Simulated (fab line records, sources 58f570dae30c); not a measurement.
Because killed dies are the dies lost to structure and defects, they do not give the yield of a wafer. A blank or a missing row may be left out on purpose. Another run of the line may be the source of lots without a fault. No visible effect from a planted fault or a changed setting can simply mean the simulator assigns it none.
Lot-split experiment / flow berkeley-cmos170 / 23 wafers read from 5 lots, route of 331 steps

== SPLIT DETAILS ==
At UCB170_NSD_COAT_01 (resist thk 900 nm), the setting resist-thk-nm was moved away from the recipe's 900 nm on 5 of the 23 wafers read, by -5.3% to +3.5%. For the rest of the wafers, this setting stayed at what the recipe calls for.

Reading taken at the split's own step.

== THE READING ==
KrF_of_NSD_COAT_01.thk-nm (the simulator's own value, which no gauge read), in nm, at UCB170_NSD_COAT_01 (resist thk 900 nm). There is no usual value for it anywhere in the file. Average 899.4 nm, standard deviation 2.7 nm, over the 18 wafers here run with the recipe.

wafer=L076.1; tool, chamber at the split=litho-track-02, 0; resist-thk-nm as run, nm=931.2; against the recipe=+3.5%; KrF_of_NSD_COAT_01.thk-nm, nm=931.8; against lot-mates on the recipe=+33.5
wafer=L076.2; tool, chamber at the split=litho-track-02, 0; resist-thk-nm as run, nm=900; against the recipe=recipe; KrF_of_NSD_COAT_01.thk-nm, nm=899.9; against lot-mates on the recipe=-
wafer=L076.3; tool, chamber at the split=litho-track-02, 0; resist-thk-nm as run, nm=931.2; against the recipe=+3.5%; KrF_of_NSD_COAT_01.thk-nm, nm=933.1; against lot-mates on the recipe=+34.8
wafer=L076.4; tool, chamber at the split=litho-track-02, 0; resist-thk-nm as run, nm=931.2; against the recipe=+3.5%; KrF_of_NSD_COAT_01.thk-nm, nm=933.1; against lot-mates on the recipe=+34.8
wafer=L076.5; tool, chamber at the split=litho-track-02, 0; resist-thk-nm as run, nm=900; against the recipe=recipe; KrF_of_NSD_COAT_01.thk-nm, nm=896.7; against lot-mates on the recipe=-
wafer=L078.1; tool, chamber at the split=litho-track-01, 0; resist-thk-nm as run, nm=900; against the recipe=recipe; KrF_of_NSD_COAT_01.thk-nm, nm=895.5; against lot-mates on the recipe=-
wafer=L078.2; tool, chamber at the split=litho-track-01, 0; resist-thk-nm as run, nm=900; against the recipe=recipe; KrF_of_NSD_COAT_01.thk-nm, nm=895.9; against lot-mates on the recipe=-
wafer=L078.4; tool, chamber at the split=litho-track-01, 0; resist-thk-nm as run, nm=900; against the recipe=recipe; KrF_of_NSD_COAT_01.thk-nm, nm=895.1; against lot-mates on the recipe=-
wafer=L078.5; tool, chamber at the split=litho-track-01, 0; resist-thk-nm as run, nm=900; against the recipe=recipe; KrF_of_NSD_COAT_01.thk-nm, nm=897.7; against lot-mates on the recipe=-
wafer=L078.6; tool, chamber at the split=litho-track-01, 0; resist-thk-nm as run, nm=900; against the recipe=recipe; KrF_of_NSD_COAT_01.thk-nm, nm=896.6; against lot-mates on the recipe=-
wafer=L080.1; tool, chamber at the split=litho-track-02, 0; resist-thk-nm as run, nm=900; against the recipe=recipe; KrF_of_NSD_COAT_01.thk-nm, nm=901.4; against lot-mates on the recipe=-
wafer=L080.2; tool, chamber at the split=litho-track-02, 0; resist-thk-nm as run, nm=852.4; against the recipe=-5.3%; KrF_of_NSD_COAT_01.thk-nm, nm=852; against lot-mates on the recipe=-48.8
wafer=L080.4; tool, chamber at the split=litho-track-02, 0; resist-thk-nm as run, nm=900; against the recipe=recipe; KrF_of_NSD_COAT_01.thk-nm, nm=901.6; against lot-mates on the recipe=-
wafer=L080.5; tool, chamber at the split=litho-track-02, 0; resist-thk-nm as run, nm=852.4; against the recipe=-5.3%; KrF_of_NSD_COAT_01.thk-nm, nm=853.9; against lot-mates on the recipe=-46.9
wafer=L080.6; tool, chamber at the split=litho-track-02, 0; resist-thk-nm as run, nm=900; against the recipe=recipe; KrF_of_NSD_COAT_01.thk-nm, nm=899.4; against lot-mates on the recipe=-
wafer=L082.1; tool, chamber at the split=litho-track-02, 0; resist-thk-nm as run, nm=900; against the recipe=recipe; KrF_of_NSD_COAT_01.thk-nm, nm=899.2; against lot-mates on the recipe=-
wafer=L082.4; tool, chamber at the split=litho-track-02, 0; resist-thk-nm as run, nm=900; against the recipe=recipe; KrF_of_NSD_COAT_01.thk-nm, nm=899.9; against lot-mates on the recipe=-
wafer=L082.6; tool, chamber at the split=litho-track-02, 0; resist-thk-nm as run, nm=900; against the recipe=recipe; KrF_of_NSD_COAT_01.thk-nm, nm=903; against lot-mates on the recipe=-
wafer=L083.1; tool, chamber at the split=litho-track-03, 0; resist-thk-nm as run, nm=900; against the recipe=recipe; KrF_of_NSD_COAT_01.thk-nm, nm=902.8; against lot-mates on the recipe=-
wafer=L083.2; tool, chamber at the split=litho-track-03, 0; resist-thk-nm as run, nm=900; against the recipe=recipe; KrF_of_NSD_COAT_01.thk-nm, nm=904.5; against lot-mates on the recipe=-
wafer=L083.3; tool, chamber at the split=litho-track-03, 0; resist-thk-nm as run, nm=900; against the recipe=recipe; KrF_of_NSD_COAT_01.thk-nm, nm=902; against lot-mates on the recipe=-
wafer=L083.5; tool, chamber at the split=litho-track-03, 0; resist-thk-nm as run, nm=900; against the recipe=recipe; KrF_of_NSD_COAT_01.thk-nm, nm=898.7; against lot-mates on the recipe=-
wafer=L083.6; tool, chamber at the split=litho-track-03, 0; resist-thk-nm as run, nm=900; against the recipe=recipe; KrF_of_NSD_COAT_01.thk-nm, nm=898.9; against lot-mates on the recipe=-

FIT RESULTS
A straight line over all 23 wafers: KrF_of_NSD_COAT_01.thk-nm changes by +9.1 nm for each +1% of resist-thk-nm; r = +0.99; the points scatter about the line by 2.6 nm.
The same after taking each lot's own level away (the mean of its wafers on the recipe; 23 wafers): +9.39 nm for each +1%; r = +1.00; scatter 1.7 nm.
That fit puts the effect of the largest move of resist-thk-nm on the reading at 50 nm.
The lots' own levels span 896.16 to 901.38 nm, that is 1.9 times the standard deviation above.
Hence the lot-to-lot level has little effect on the slope; both slopes agree.
Check: for one of the wafers moved furthest among these (-5.3%), held out of the fit, the line's prediction against its lot-mates is -49.5 nm. It came out at -48.8 nm against them.

== FURTHER SPLITS ON THESE WAFERS ==
Note: prior to the reading, these wafers also went through further splits. Each is held against what the fit with the lots' levels taken away leaves over:
other split on the same wafers=UCB170_START_OXIDATION_02 temp-c; wafers away from the commonest value=5; r with KrF_of_NSD_COAT_01.thk-nm (lot level and that fit taken away)=+0.13
other split on the same wafers=UCB170_ZERO_COAT_01 resist-thk-nm; wafers away from the commonest value=5; r with KrF_of_NSD_COAT_01.thk-nm (lot level and that fit taken away)=-0.22
other split on the same wafers=UCB170_ACTIVE_COAT_08 resist-thk-nm; wafers away from the commonest value=8; r with KrF_of_NSD_COAT_01.thk-nm (lot level and that fit taken away)=+0.24
other split on the same wafers=UCB170_ACTIVE_ETCH_15 rf-w; wafers away from the commonest value=4; r with KrF_of_NSD_COAT_01.thk-nm (lot level and that fit taken away)=-0.15
other split on the same wafers=UCB170_SCREENOX_OXIDATION_01 temp-c; wafers away from the commonest value=15; r with KrF_of_NSD_COAT_01.thk-nm (lot level and that fit taken away)=-0.12
other split on the same wafers=UCB170_PVT_IMPLANT_07 energy-kev; wafers away from the commonest value=6; r with KrF_of_NSD_COAT_01.thk-nm (lot level and that fit taken away)=+0.02
other split on the same wafers=UCB170_GATE_OXIDATION_01 ox-time-s; wafers away from the commonest value=18; r with KrF_of_NSD_COAT_01.thk-nm (lot level and that fit taken away)=+0.16
other split on the same wafers=UCB170_NLDD_EXPOSE_03 dose-mj; wafers away from the commonest value=8; r with KrF_of_NSD_COAT_01.thk-nm (lot level and that fit taken away)=-0.08
other split on the same wafers=UCB170_NLDD_STRIP_10 o2-flow-sccm; wafers away from the commonest value=6; r with KrF_of_NSD_COAT_01.thk-nm (lot level and that fit taken away)=+0.09

== THE WHOLE CHAIN: every reading that the file lists as answering this split, in the file's order ==
step=UCB170_NSD_COAT_01; what it does=resist thk 900 nm; reading=KrF_of_NSD_COAT_01.thk-nm (the simulator's own value, which no gauge read); change (the file's fit)=+9.31 nm for each +1% of the setting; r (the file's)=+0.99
step=UCB170_NSD_STRIP_09; what it does=strips in O2; reading=strip-time-to-endpoint-s; change (the file's fit)=withheld for each +1% of the setting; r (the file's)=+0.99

== FILE'S OWN FIT ==
KrF_of_NSD_COAT_01.thk-nm changes by +9.31 nm for each +1% of resist-thk-nm, r = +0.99.
